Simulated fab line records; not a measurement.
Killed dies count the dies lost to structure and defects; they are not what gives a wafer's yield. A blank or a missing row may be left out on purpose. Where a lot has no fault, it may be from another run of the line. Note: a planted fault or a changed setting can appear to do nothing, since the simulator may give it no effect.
fab line records || flow rit_cmos
record {"lots": 6, "wafers": 18, "last_day": 7}
route steps=202 shown REOX@100 NLDD@103 M1@202
lots untouched by any fault: they come from a run of this same line in which no faults occurred
start_h: hours from the record's first day to the start of the lot's first wafer shown || wait_h: hours since the lot's step before || " unchanged from the row above || L1.1+2: a row that stands for several wafers || - no value present, or no start provided || * or withheld: withheld || < > ~ a bound
route shown NAME@n: a module of which the file shows steps, and the number in the route of the first || usual: average and standard deviation across the fault-free wafers || same: alike in all rows || chamber/n: place in a boat || sites: readings site by site || _std_site: the values' standard deviation || _edge_site: mean of outer sites minus mean of inner sites || radius_mm: for every site, how far away it sits from the centre of the wafer || mask NAME#n: copy n || behind: tool/chamber where the wafer was last shaped || hold: why the lot was held/for how many hours/how that ended || device: transistor that didn't switch, given as n, p or np || end of line: tests run on the same wafers once the route is complete || a step given without rows: its recipe and nothing more || killed: at the first sort, the dies lost to defects and structure; wafer yield is something else || map: per-die view of a wafer (x killed, . not killed, _ where there is no die)
set.NAME: setting as actually run; set.NAME@STEP: the setting as run at that earlier step || model.NAME: the simulator's own value behind a step, which no gauge read
lots at some steps of the route; a table a step, a row a wafer
services: the hour from which a tool's chamber was out of use, counted from the record's first day as start_h (under 0 if before that day), plus the number of hours and why
## steps
# step RIT_REOX_CLEAN_02
# recipe {"chemistry": "SC2", "mix": "3:3:50", "time_s": 600, "temp_c": 75, "dry": "n2_spin"}
# step RIT_REOX_OXIDATION_03
# recipe {"temp_c": 900, "ambient": "O2", "target_thk_a": 252, "ox_time_s": 5580}
# step RIT_REOX_THK_MEAS_04
# recipe {"reads": "SiO2_of_REOX_OXIDATION_03"}
# usual {"REOX_OXIDE_THK": "25.2/0.56"}
{"lot.wafer": "L226.1", "tool": "film_metro-01", "chamber": "-", "start_h": 52.36, "wait_h": 0.0, "REOX_OXIDE_THK[nm]": 24.9}
{"lot.wafer": "L226.5", "tool": "film_metro-01", "chamber": "-", "start_h": 52.36, "wait_h": 0.0, "REOX_OXIDE_THK[nm]": 25.3}
{"lot.wafer": "L226.6", "tool": "film_metro-01", "chamber": "-", "start_h": 52.36, "wait_h": 0.0, "REOX_OXIDE_THK[nm]": 25.2}
{"lot.wafer": "L229.1", "tool": "film_metro-02", "chamber": "-", "start_h": 65.57, "wait_h": 0.0, "REOX_OXIDE_THK[nm]": 25.8}
{"lot.wafer": "L229.5", "tool": "film_metro-02", "chamber": "-", "start_h": 65.57, "wait_h": 0.0, "REOX_OXIDE_THK[nm]": 25.2}
{"lot.wafer": "L229.6", "tool": "film_metro-02", "chamber": "-", "start_h": 65.57, "wait_h": 0.0, "REOX_OXIDE_THK[nm]": 25.2}
{"lot.wafer": "L235.3", "tool": "film_metro-01", "chamber": "-", "start_h": 96.94, "wait_h": 0.0, "REOX_OXIDE_THK[nm]": 25.9}
{"lot.wafer": "L235.5", "tool": "film_metro-01", "chamber": "-", "start_h": 96.94, "wait_h": 0.0, "REOX_OXIDE_THK[nm]": 26.2}
{"lot.wafer": "L235.6", "tool": "film_metro-01", "chamber": "-", "start_h": 96.94, "wait_h": 0.0, "REOX_OXIDE_THK[nm]": 26.4}
{"lot.wafer": "L240.2", "tool": "film_metro-03", "chamber": "-", "start_h": 121.30, "wait_h": 0.0, "REOX_OXIDE_THK[nm]": 26.3}
{"lot.wafer": "L240.4", "tool": "film_metro-03", "chamber": "-", "start_h": 121.30, "wait_h": 0.0, "REOX_OXIDE_THK[nm]": 26.0}
{"lot.wafer": "L240.5", "tool": "film_metro-03", "chamber": "-", "start_h": 121.30, "wait_h": 0.0, "REOX_OXIDE_THK[nm]": 26.0}
{"lot.wafer": "L241.3", "tool": "film_metro-03", "chamber": "-", "start_h": 126.94, "wait_h": 0.0, "REOX_OXIDE_THK[nm]": 25.3}
{"lot.wafer": "L241.4", "tool": "film_metro-03", "chamber": "-", "start_h": 126.94, "wait_h": 0.0, "REOX_OXIDE_THK[nm]": 25.1}
{"lot.wafer": "L241.5", "tool": "film_metro-03", "chamber": "-", "start_h": 126.94, "wait_h": 0.0, "REOX_OXIDE_THK[nm]": 25.4}
{"lot.wafer": "L247.1", "tool": "film_metro-02", "chamber": "-", "start_h": 155.83, "wait_h": 0.0, "REOX_OXIDE_THK[nm]": 25.8}
{"lot.wafer": "L247.3", "tool": "film_metro-02", "chamber": "-", "start_h": 155.83, "wait_h": 0.0, "REOX_OXIDE_THK[nm]": 25.8}
{"lot.wafer": "L247.5", "tool": "film_metro-02", "chamber": "-", "start_h": 155.83, "wait_h": 0.0, "REOX_OXIDE_THK[nm]": 25.5}
# step RIT_NLDD_HMDS_00
# recipe {"prime_time_s": 60, "prime_temp_c": 140}
# step RIT_NLDD_COAT_01
# recipe {"resist": "NOVOLAK", "spin_rpm": 3250, "resist_thk_nm": 1000}
# step RIT_NLDD_SOFTBAKE_02
# recipe {"resist": "NOVOLAK", "temp_c": 90, "time_s": 62.18}
# usual {"plate_sensor_t_centre_C": "90.970/0.01", "plate_sensor_t_edge_C": "91.019/0.0096"}
{"lot.wafer": "L226.1", "tool": "litho_track-03", "chamber": 0, "start_h": 52.72, "wait_h": 0.1, "plate_sensor_t_centre_C": 90.979, "plate_sensor_t_edge_C": 91.016}
{"lot.wafer": "L226.5", "tool": "litho_track-03", "chamber": 0, "start_h": 52.72, "wait_h": 0.1, "plate_sensor_t_centre_C": 90.968, "plate_sensor_t_edge_C": 91.018}
{"lot.wafer": "L226.6", "tool": "litho_track-03", "chamber": 0, "start_h": 52.72, "wait_h": 0.1, "plate_sensor_t_centre_C": 90.984, "plate_sensor_t_edge_C": 91.029}
{"lot.wafer": "L229.1", "tool": "litho_track-04", "chamber": 0, "start_h": 65.93, "wait_h": 0.1, "plate_sensor_t_centre_C": 90.973, "plate_sensor_t_edge_C": 91.017}
{"lot.wafer": "L229.5", "tool": "litho_track-04", "chamber": 0, "start_h": 65.93, "wait_h": 0.1, "plate_sensor_t_centre_C": 90.966, "plate_sensor_t_edge_C": 91.008}
{"lot.wafer": "L229.6", "tool": "litho_track-04", "chamber": 0, "start_h": 65.93, "wait_h": 0.1, "plate_sensor_t_centre_C": 90.968, "plate_sensor_t_edge_C": 91.014}
{"lot.wafer": "L235.3", "tool": "litho_track-01", "chamber": 0, "start_h": 97.33, "wait_h": 0.1, "plate_sensor_t_centre_C": 90.980, "plate_sensor_t_edge_C": 91.020}
{"lot.wafer": "L235.5", "tool": "litho_track-01", "chamber": 0, "start_h": 97.33, "wait_h": 0.1, "plate_sensor_t_centre_C": 90.959, "plate_sensor_t_edge_C": 91.033}
{"lot.wafer": "L235.6", "tool": "litho_track-01", "chamber": 0, "start_h": 97.33, "wait_h": 0.1, "plate_sensor_t_centre_C": 90.984, "plate_sensor_t_edge_C": 91.035}
{"lot.wafer": "L240.2", "tool": "litho_track-04", "chamber": 0, "start_h": 121.68, "wait_h": 0.1, "plate_sensor_t_centre_C": 90.971, "plate_sensor_t_edge_C": 91.013}
{"lot.wafer": "L240.4", "tool": "litho_track-04", "chamber": 0, "start_h": 121.68, "wait_h": 0.1, "plate_sensor_t_centre_C": 90.978, "plate_sensor_t_edge_C": 91.019}
{"lot.wafer": "L240.5", "tool": "litho_track-04", "chamber": 0, "start_h": 121.68, "wait_h": 0.1, "plate_sensor_t_centre_C": 90.978, "plate_sensor_t_edge_C": 91.005}
{"lot.wafer": "L241.3", "tool": "litho_track-03", "chamber": 0, "start_h": 127.44, "wait_h": 0.1, "plate_sensor_t_centre_C": 90.963, "plate_sensor_t_edge_C": 91.015}
{"lot.wafer": "L241.4", "tool": "litho_track-03", "chamber": 0, "start_h": 127.44, "wait_h": 0.1, "plate_sensor_t_centre_C": 90.970, "plate_sensor_t_edge_C": 91.025}
{"lot.wafer": "L241.5", "tool": "litho_track-03", "chamber": 0, "start_h": 127.44, "wait_h": 0.1, "plate_sensor_t_centre_C": 90.967, "plate_sensor_t_edge_C": 91.015}
{"lot.wafer": "L247.1", "tool": "litho_track-01", "chamber": 0, "start_h": 156.19, "wait_h": 0.1, "plate_sensor_t_centre_C": 90.964, "plate_sensor_t_edge_C": 91.015}
{"lot.wafer": "L247.3", "tool": "litho_track-01", "chamber": 0, "start_h": 156.19, "wait_h": 0.1, "plate_sensor_t_centre_C": 90.959, "plate_sensor_t_edge_C": 91.016}
{"lot.wafer": "L247.5", "tool": "litho_track-01", "chamber": 0, "start_h": 156.19, "wait_h": 0.1, "plate_sensor_t_centre_C": 90.959, "plate_sensor_t_edge_C": 91.021}
# step RIT_NLDD_EXPOSE_03
# recipe {"mask_id": "M7", "na": 0.57, "target_cd_nm": 40700, "dose_mj": 250}
# step RIT_NLDD_PEB_04
# recipe {"resist": "NOVOLAK", "temp_c": "withheld", "time_s": "withheld"}
# step RIT_NLDD_DEVELOP_05
# recipe {"resist": "NOVOLAK", "develop_time_s": 50, "dev_temp_c": 23}
# step RIT_NLDD_OVL_MEAS_06
# usual {"NLDD_OVL": "-0.6/1.6"}
{"lot.wafer": "L226.1", "tool": "overlay-01", "chamber": "-", "start_h": 53.27, "wait_h": "-", "NLDD_OVL[nm]": -0.1}
{"lot.wafer": "L226.5", "tool": "overlay-01", "chamber": "-", "start_h": 53.27, "wait_h": "-", "NLDD_OVL[nm]": 1.9}
{"lot.wafer": "L226.6", "tool": "overlay-01", "chamber": "-", "start_h": 53.27, "wait_h": "-", "NLDD_OVL[nm]": 1.1}
{"lot.wafer": "L229.1", "tool": "overlay-01", "chamber": "-", "start_h": 66.60, "wait_h": "-", "NLDD_OVL[nm]": -3.0}
{"lot.wafer": "L229.5", "tool": "overlay-01", "chamber": "-", "start_h": 66.60, "wait_h": "-", "NLDD_OVL[nm]": -1.7}
{"lot.wafer": "L229.6", "tool": "overlay-01", "chamber": "-", "start_h": 66.60, "wait_h": "-", "NLDD_OVL[nm]": -2.3}
{"lot.wafer": "L235.3", "tool": "overlay-01", "chamber": "-", "start_h": 97.97, "wait_h": "-", "NLDD_OVL[nm]": -4.1}
{"lot.wafer": "L235.5", "tool": "overlay-01", "chamber": "-", "start_h": 97.97, "wait_h": "-", "NLDD_OVL[nm]": -2.8}
{"lot.wafer": "L235.6", "tool": "overlay-01", "chamber": "-", "start_h": 97.97, "wait_h": "-", "NLDD_OVL[nm]": -2.8}
{"lot.wafer": "L240.2", "tool": "overlay-02", "chamber": "-", "start_h": 122.34, "wait_h": "-", "NLDD_OVL[nm]": -2.6}
{"lot.wafer": "L240.4", "tool": "overlay-02", "chamber": "-", "start_h": 122.34, "wait_h": "-", "NLDD_OVL[nm]": -1.4}
{"lot.wafer": "L240.5", "tool": "overlay-02", "chamber": "-", "start_h": 122.34, "wait_h": "-", "NLDD_OVL[nm]": -1.7}
{"lot.wafer": "L241.3", "tool": "overlay-02", "chamber": "-", "start_h": 127.95, "wait_h": "-", "NLDD_OVL[nm]": -1.3}
{"lot.wafer": "L241.4", "tool": "overlay-02", "chamber": "-", "start_h": 127.95, "wait_h": "-", "NLDD_OVL[nm]": -1.5}
{"lot.wafer": "L241.5", "tool": "overlay-02", "chamber": "-", "start_h": 127.95, "wait_h": "-", "NLDD_OVL[nm]": 0.0}
{"lot.wafer": "L247.1", "tool": "overlay-02", "chamber": "-", "start_h": 156.87, "wait_h": "-", "NLDD_OVL[nm]": -1.1}
{"lot.wafer": "L247.3", "tool": "overlay-02", "chamber": "-", "start_h": 156.87, "wait_h": "-", "NLDD_OVL[nm]": -0.7}
{"lot.wafer": "L247.5", "tool": "overlay-02", "chamber": "-", "start_h": 156.87, "wait_h": "-", "NLDD_OVL[nm]": -0.6}
# step RIT_NLDD_HARDBAKE_07
# recipe {"resist": "NOVOLAK", "temp_c": 141, "time_s": 60}
# step RIT_NLDD_IMPLANT_08
# recipe {"species": "P", "energy_kev": 20, "dose_cm2": 5e+14, "tilt_deg": 7}
# step RIT_NLDD_STRIP_09
# recipe {"chemistry": "O2", "time_s": 180, "resist": "NOVOLAK", "platen_temp_c": "withheld", "power_w": 500, "pressure_mtorr": 4000, "o2_flow_sccm": 4000}
# usual {"chamber_pressure_mTorr": "4000/4.2", "drypump_motor_current_A": "5.5/0.41"}
{"lot.wafer": "L226.1", "tool": "plasma_asher-02", "chamber": 0, "start_h": 53.61, "wait_h": 0.1, "chamber_pressure_mTorr": 4004, "drypump_motor_current_A": 5.9, "rf_hours_counter_h": 43}
{"lot.wafer": "L226.5", "tool": "plasma_asher-02", "chamber": 1, "start_h": 53.61, "wait_h": 0.1, "chamber_pressure_mTorr": 4006, "drypump_motor_current_A": 5.8, "rf_hours_counter_h": "-"}
{"lot.wafer": "L226.6", "tool": "plasma_asher-02", "chamber": 0, "start_h": 53.61, "wait_h": 0.1, "chamber_pressure_mTorr": 4007, "drypump_motor_current_A": 5.9, "rf_hours_counter_h": "-"}
{"lot.wafer": "L229.1", "tool": "plasma_asher-04", "chamber": 0, "start_h": 66.94, "wait_h": 0.1, "chamber_pressure_mTorr": 4003, "drypump_motor_current_A": 5.3, "rf_hours_counter_h": 27}
{"lot.wafer": "L229.5", "tool": "plasma_asher-04", "chamber": 1, "start_h": 66.94, "wait_h": 0.1, "chamber_pressure_mTorr": 3993, "drypump_motor_current_A": 5.7, "rf_hours_counter_h": "-"}
{"lot.wafer": "L229.6", "tool": "plasma_asher-04", "chamber": 0, "start_h": 66.94, "wait_h": 0.1, "chamber_pressure_mTorr": 3997, "drypump_motor_current_A": 5.3, "rf_hours_counter_h": "-"}
{"lot.wafer": "L235.3", "tool": "plasma_asher-02", "chamber": 1, "start_h": 98.35, "wait_h": 0.1, "chamber_pressure_mTorr": 4011, "drypump_motor_current_A": 5.8, "rf_hours_counter_h": "-"}
{"lot.wafer": "L235.5", "tool": "plasma_asher-02", "chamber": 1, "start_h": 98.35, "wait_h": 0.1, "chamber_pressure_mTorr": 3998, "drypump_motor_current_A": 5.8, "rf_hours_counter_h": "-"}
{"lot.wafer": "L235.6", "tool": "plasma_asher-02", "chamber": 0, "start_h": 98.35, "wait_h": 0.1, "chamber_pressure_mTorr": 4800, "drypump_motor_current_A": 5.9, "rf_hours_counter_h": "-"}
{"lot.wafer": "L240.2", "tool": "plasma_asher-02", "chamber": 0, "start_h": 122.68, "wait_h": 0.1, "chamber_pressure_mTorr": 4798, "drypump_motor_current_A": 5.9, "rf_hours_counter_h": 1}
{"lot.wafer": "L240.4", "tool": "plasma_asher-02", "chamber": 0, "start_h": 122.68, "wait_h": 0.1, "chamber_pressure_mTorr": 4802, "drypump_motor_current_A": 5.9, "rf_hours_counter_h": "-"}
{"lot.wafer": "L240.5", "tool": "plasma_asher-02", "chamber": 1, "start_h": 122.68, "wait_h": 0.1, "chamber_pressure_mTorr": 3997, "drypump_motor_current_A": 5.8, "rf_hours_counter_h": "-"}
{"lot.wafer": "L241.3", "tool": "plasma_asher-01", "chamber": 0, "start_h": 128.33, "wait_h": 0.1, "chamber_pressure_mTorr": 4002, "drypump_motor_current_A": 4.7, "rf_hours_counter_h": "-"}
{"lot.wafer": "L241.4", "tool": "plasma_asher-01", "chamber": 1, "start_h": 128.33, "wait_h": 0.1, "chamber_pressure_mTorr": 4001, "drypump_motor_current_A": 5.2, "rf_hours_counter_h": "-"}
{"lot.wafer": "L241.5", "tool": "plasma_asher-01", "chamber": 1, "start_h": 128.33, "wait_h": 0.1, "chamber_pressure_mTorr": 4006, "drypump_motor_current_A": 5.2, "rf_hours_counter_h": "-"}
{"lot.wafer": "L247.1", "tool": "plasma_asher-04", "chamber": 1, "start_h": 157.29, "wait_h": 0.1, "chamber_pressure_mTorr": 4002, "drypump_motor_current_A": 5.8, "rf_hours_counter_h": 37}
{"lot.wafer": "L247.3", "tool": "plasma_asher-04", "chamber": 1, "start_h": 157.29, "wait_h": 0.1, "chamber_pressure_mTorr": 3997, "drypump_motor_current_A": 5.8, "rf_hours_counter_h": "-"}
{"lot.wafer": "L247.5", "tool": "plasma_asher-04", "chamber": 0, "start_h": 157.29, "wait_h": 0.1, "chamber_pressure_mTorr": 4003, "drypump_motor_current_A": 5.3, "rf_hours_counter_h": "-"}
# step RIT_NLDD_TW_MEAS_10
# usual {"NLDD_TW": "2507/15"}
{"lot.wafer": "L226.1", "tool": "film_metro-03", "chamber": "-", "start_h": 53.78, "wait_h": 0.1, "NLDD_TW": 2522}
{"lot.wafer": "L226.5", "tool": "film_metro-03", "chamber": "-", "start_h": 53.78, "wait_h": 0.1, "NLDD_TW": 2517}
{"lot.wafer": "L226.6", "tool": "film_metro-03", "chamber": "-", "start_h": 53.78, "wait_h": 0.1, "NLDD_TW": 2523}
{"lot.wafer": "L229.1", "tool": "film_metro-03", "chamber": "-", "start_h": 67.11, "wait_h": 0.1, "NLDD_TW": 2531}
{"lot.wafer": "L229.5", "tool": "film_metro-03", "chamber": "-", "start_h": 67.11, "wait_h": 0.1, "NLDD_TW": 2520}
{"lot.wafer": "L229.6", "tool": "film_metro-03", "chamber": "-", "start_h": 67.11, "wait_h": 0.1, "NLDD_TW": 2516}
{"lot.wafer": "L235.3", "tool": "film_metro-01", "chamber": "-", "start_h": 98.49, "wait_h": 0.1, "NLDD_TW": 2507}
{"lot.wafer": "L235.5", "tool": "film_metro-01", "chamber": "-", "start_h": 98.49, "wait_h": 0.1, "NLDD_TW": 2513}
{"lot.wafer": "L235.6", "tool": "film_metro-01", "chamber": "-", "start_h": 98.49, "wait_h": 0.1, "NLDD_TW": 2498}
{"lot.wafer": "L240.2", "tool": "film_metro-03", "chamber": "-", "start_h": 122.87, "wait_h": 0.1, "NLDD_TW": 2506}
{"lot.wafer": "L240.4", "tool": "film_metro-03", "chamber": "-", "start_h": 122.87, "wait_h": 0.1, "NLDD_TW": 2502}
{"lot.wafer": "L240.5", "tool": "film_metro-03", "chamber": "-", "start_h": 122.87, "wait_h": 0.1, "NLDD_TW": 2522}
{"lot.wafer": "L241.3", "tool": "film_metro-01", "chamber": "-", "start_h": 128.47, "wait_h": 0.1, "NLDD_TW": 2532}
{"lot.wafer": "L241.4", "tool": "film_metro-01", "chamber": "-", "start_h": 128.47, "wait_h": 0.1, "NLDD_TW": 2507}
{"lot.wafer": "L241.5", "tool": "film_metro-01", "chamber": "-", "start_h": 128.47, "wait_h": 0.1, "NLDD_TW": 2508}
{"lot.wafer": "L247.1", "tool": "film_metro-01", "chamber": "-", "start_h": 157.47, "wait_h": 0.1, "NLDD_TW": 2506}
{"lot.wafer": "L247.3", "tool": "film_metro-01", "chamber": "-", "start_h": 157.47, "wait_h": 0.1, "NLDD_TW": 2513}
{"lot.wafer": "L247.5", "tool": "film_metro-01", "chamber": "-", "start_h": 157.47, "wait_h": 0.1, "NLDD_TW": 2513}
# step RIT_M1_PROBE_99
# usual {"killed_at_contacts": "0.0/0.18", "killed_at_front_end": "6/3.1", "killed_dies": "6/3.1", "killed_open": "3.4/1.9", "killed_short": "3.1/2"}
# same {"gross_dies": 264, "killed_at_M0_to_M3": 0, "killed_at_M4_up": 0, "killed_at_back_side": 0, "killed_at_other": 0}
{"lot.wafer": "L226.1", "tool": "prober-02", "chamber": "-", "start_h": 70.15, "wait_h": 0.1, "killed_at_contacts": 0, "killed_at_front_end": 3, "killed_dies": 3, "killed_open": 1, "killed_short": 2}
{"lot.wafer": "L226.5", "tool": "prober-02", "chamber": "-", "start_h": 70.35, "wait_h": 0.2, "killed_at_contacts": 0, "killed_at_front_end": 3, "killed_dies": 3, "killed_open": 1, "killed_short": 2}
{"lot.wafer": "L226.6", "tool": "prober-02", "chamber": "-", "start_h": 70.40, "wait_h": 0.2, "killed_at_contacts": 0, "killed_at_front_end": 4, "killed_dies": 4, "killed_open": 3, "killed_short": 1}
{"lot.wafer": "L229.1", "tool": "prober-02", "chamber": "-", "start_h": 81.91, "wait_h": 0.1, "killed_at_contacts": 0, "killed_at_front_end": 5, "killed_dies": 5, "killed_open": 3, "killed_short": 2}
{"lot.wafer": "L229.5", "tool": "prober-02", "chamber": "-", "start_h": 82.11, "wait_h": 0.2, "killed_at_contacts": 0, "killed_at_front_end": 7, "killed_dies": 7, "killed_open": 6, "killed_short": 1}
{"lot.wafer": "L229.6", "tool": "prober-02", "chamber": "-", "start_h": 82.16, "wait_h": 0.2, "killed_at_contacts": 0, "killed_at_front_end": 18, "killed_dies": 18, "killed_open": 10, "killed_short": 8}
{"lot.wafer": "L235.3", "tool": "prober-02", "chamber": "-", "start_h": 114.85, "wait_h": 0.2, "killed_at_contacts": 0, "killed_at_front_end": 10, "killed_dies": 10, "killed_open": 6, "killed_short": 4}
{"lot.wafer": "L235.5", "tool": "prober-02", "chamber": "-", "start_h": 114.95, "wait_h": 0.2, "killed_at_contacts": 0, "killed_at_front_end": 10, "killed_dies": 10, "killed_open": 6, "killed_short": 4}
{"lot.wafer": "L235.6", "tool": "prober-02", "chamber": "-", "start_h": 115.00, "wait_h": 0.2, "killed_at_contacts": 0, "killed_at_front_end": 17, "killed_dies": 17, "killed_open": 5, "killed_short": 12}
{"lot.wafer": "L240.2", "tool": "prober-01", "chamber": "-", "start_h": 138.38, "wait_h": 0.1, "killed_at_contacts": 0, "killed_at_front_end": 5, "killed_dies": 5, "killed_open": 2, "killed_short": 3}
{"lot.wafer": "L240.4", "tool": "prober-01", "chamber": "-", "start_h": 138.48, "wait_h": 0.2, "killed_at_contacts": 0, "killed_at_front_end": 4, "killed_dies": 4, "killed_open": 1, "killed_short": 3}
{"lot.wafer": "L240.5", "tool": "prober-01", "chamber": "-", "start_h": 138.53, "wait_h": 0.2, "killed_at_contacts": 0, "killed_at_front_end": 6, "killed_dies": 6, "killed_open": 4, "killed_short": 2}
{"lot.wafer": "L241.3", "tool": "prober-02", "chamber": "-", "start_h": 143.73, "wait_h": 0.2, "killed_at_contacts": 1, "killed_at_front_end": 3, "killed_dies": 4, "killed_open": 3, "killed_short": 1}
{"lot.wafer": "L241.4", "tool": "prober-02", "chamber": "-", "start_h": 143.78, "wait_h": 0.2, "killed_at_contacts": 0, "killed_at_front_end": 4, "killed_dies": 4, "killed_open": 2, "killed_short": 2}
{"lot.wafer": "L241.5", "tool": "prober-02", "chamber": "-", "start_h": 143.83, "wait_h": 0.2, "killed_at_contacts": 0, "killed_at_front_end": 3, "killed_dies": 3, "killed_open": 1, "killed_short": 2}
{"lot.wafer": "L247.1", "tool": "prober-02", "chamber": "-", "start_h": 172.63, "wait_h": 0.1, "killed_at_contacts": 0, "killed_at_front_end": 2, "killed_dies": 2, "killed_open": 2, "killed_short": 0}
{"lot.wafer": "L247.3", "tool": "prober-02", "chamber": "-", "start_h": 172.73, "wait_h": 0.2, "killed_at_contacts": 0, "killed_at_front_end": 3, "killed_dies": 3, "killed_open": 3, "killed_short": 0}
{"lot.wafer": "L247.5", "tool": "prober-02", "chamber": "-", "start_h": 172.83, "wait_h": 0.2, "killed_at_contacts": 0, "killed_at_front_end": 3, "killed_dies": 3, "killed_open": 1, "killed_short": 2}
# killed by level:class
L226.1 FOX2:geometric_particle:short=1 GATE:geometric_particle:open=1 SILICIDE:geometric_particle:short=1
L226.5 FOX2:geometric_particle:short=1 GATE:geometric_particle:open=1 SPACER:geometric_particle:short=1
L226.6 SPACER:geometric_particle:open=2 GATE:geometric_particle:open=1 SPACER:geometric_particle:short=1
L229.1 GATE:geometric_particle:open=2 GATE:geometric_particle:short=2 SPACER:geometric_particle:open=1
L229.5 GATE:geometric_particle:open=3 FOX1:geometric_particle:short=1 FOX1:geometric_particle:open=1 FOX2:geometric_particle:open=1 SPACER:geometric_particle:open=1
L229.6 SPACER:geometric_particle:open=4 GATE:geometric_particle:short=3 GATE:geometric_particle:open=2 REOX:geometric_particle:open=2 SPACER:geometric_particle:short=2 SILICIDE:geometric_particle:short=2 SILICIDE:geometric_particle:open=2 FOX2:geometric_particle:short=1
L235.3 GATE:geometric_particle:open=2 SILICIDE:geometric_particle:open=2 FOX2:geometric_particle:open=1 GATE:geometric_particle:short=1 REOX:geometric_particle:open=1 REOX:geometric_particle:short=1 SPACER:geometric_particle:short=1 SILICIDE:geometric_particle:short=1
L235.5 SPACER:geometric_particle:open=3 FOX2:geometric_particle:short=2 FOX1:geometric_particle:short=1 FOX1:geometric_particle:open=1 FOX2:geometric_particle:open=1 GATE:geometric_particle:short=1 SILICIDE:geometric_particle:open=1
L235.6 SILICIDE:geometric_particle:short=4 GATE:geometric_particle:short=3 SPACER:geometric_particle:short=2 SILICIDE:geometric_particle:open=2 ACTIVE:geometric_particle:short=1 FOX1:geometric_particle:open=1 FOX2:geometric_particle:short=1 GATE:geometric_particle:open=1
L240.2 SILICIDE:geometric_particle:open=2 FOX1:geometric_particle:short=1 GATE:geometric_particle:short=1 REOX:geometric_particle:short=1
L240.4 GATE:geometric_particle:short=2 FOX1:geometric_particle:short=1 SILICIDE:geometric_particle:open=1
L240.5 FOX1:geometric_particle:open=2 REOX:geometric_particle:open=2 SILICIDE:geometric_particle:short=2
L241.3 GATE:geometric_particle:open=2 FOX2:geometric_particle:short=1 CONTACT:geometric_particle:open=1
L241.4 GATE:geometric_particle:open=1 REOX:geometric_particle:short=1 SPACER:geometric_particle:short=1 SPACER:geometric_particle:open=1
L241.5 FOX1:geometric_particle:short=1 FOX2:geometric_particle:open=1 SILICIDE:geometric_particle:short=1
L247.1 GATE:geometric_particle:open=2
L247.3 ACTIVE:geometric_particle:open=1 FOX1:geometric_particle:open=1 REOX:geometric_particle:open=1
L247.5 GATE:geometric_particle:open=1 GATE:geometric_particle:short=1 SPACER:geometric_particle:short=1
## services
{"tool": "plasma_asher-02", "chamber": "-", "start_h": 108.75, "hours": 9.0, "kind": "pm"}
{"tool": "plasma_asher-02", "chamber": 0, "start_h": 108.75, "hours": 9.0, "kind": "vent_cycle"}
{"tool": "plasma_asher-02", "chamber": 1, "start_h": 108.75, "hours": 9.0, "kind": "vent_cycle"}
{"tool": "plasma_asher-02", "chamber": 0, "start_h": 117.75, "hours": "-", "kind": "clean"}
{"tool": "plasma_asher-02", "chamber": 1, "start_h": 117.75, "hours": "-", "kind": "clean"}
## key
first_sign {"step": "RIT_NLDD_STRIP_09", "reading": "chamber_pressure_mTorr", "direction": "up", "sigmas": "99+", "usual": 4000, "struck": 4800}
effect none on later readings
met_at RIT_NLDD_STRIP_09
struck_wafers L235.6,L240.2,L240.4
tester_left_out L235,L240
onset_between 53.61 98.35
fault {"kind": "process_parameter_drift", "tool": "plasma_asher-02", "chamber": 0, "onset_h": 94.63, "steps": "RIT_NLDD_STRIP_09", "channel": "pressure_mtorr", "offset": 800, "shape": "step", "end_h": 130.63, "acts_in": "these_recipes_only", "stated": 4000}
# tester_left_out: of these lots the tester's yield and bins aren't shown, on N5 and GAA mostly nor the transistor test; their killed dies are dies lost to structure and defects alone, not to doping, threshold or leakage, so they don't give the yield
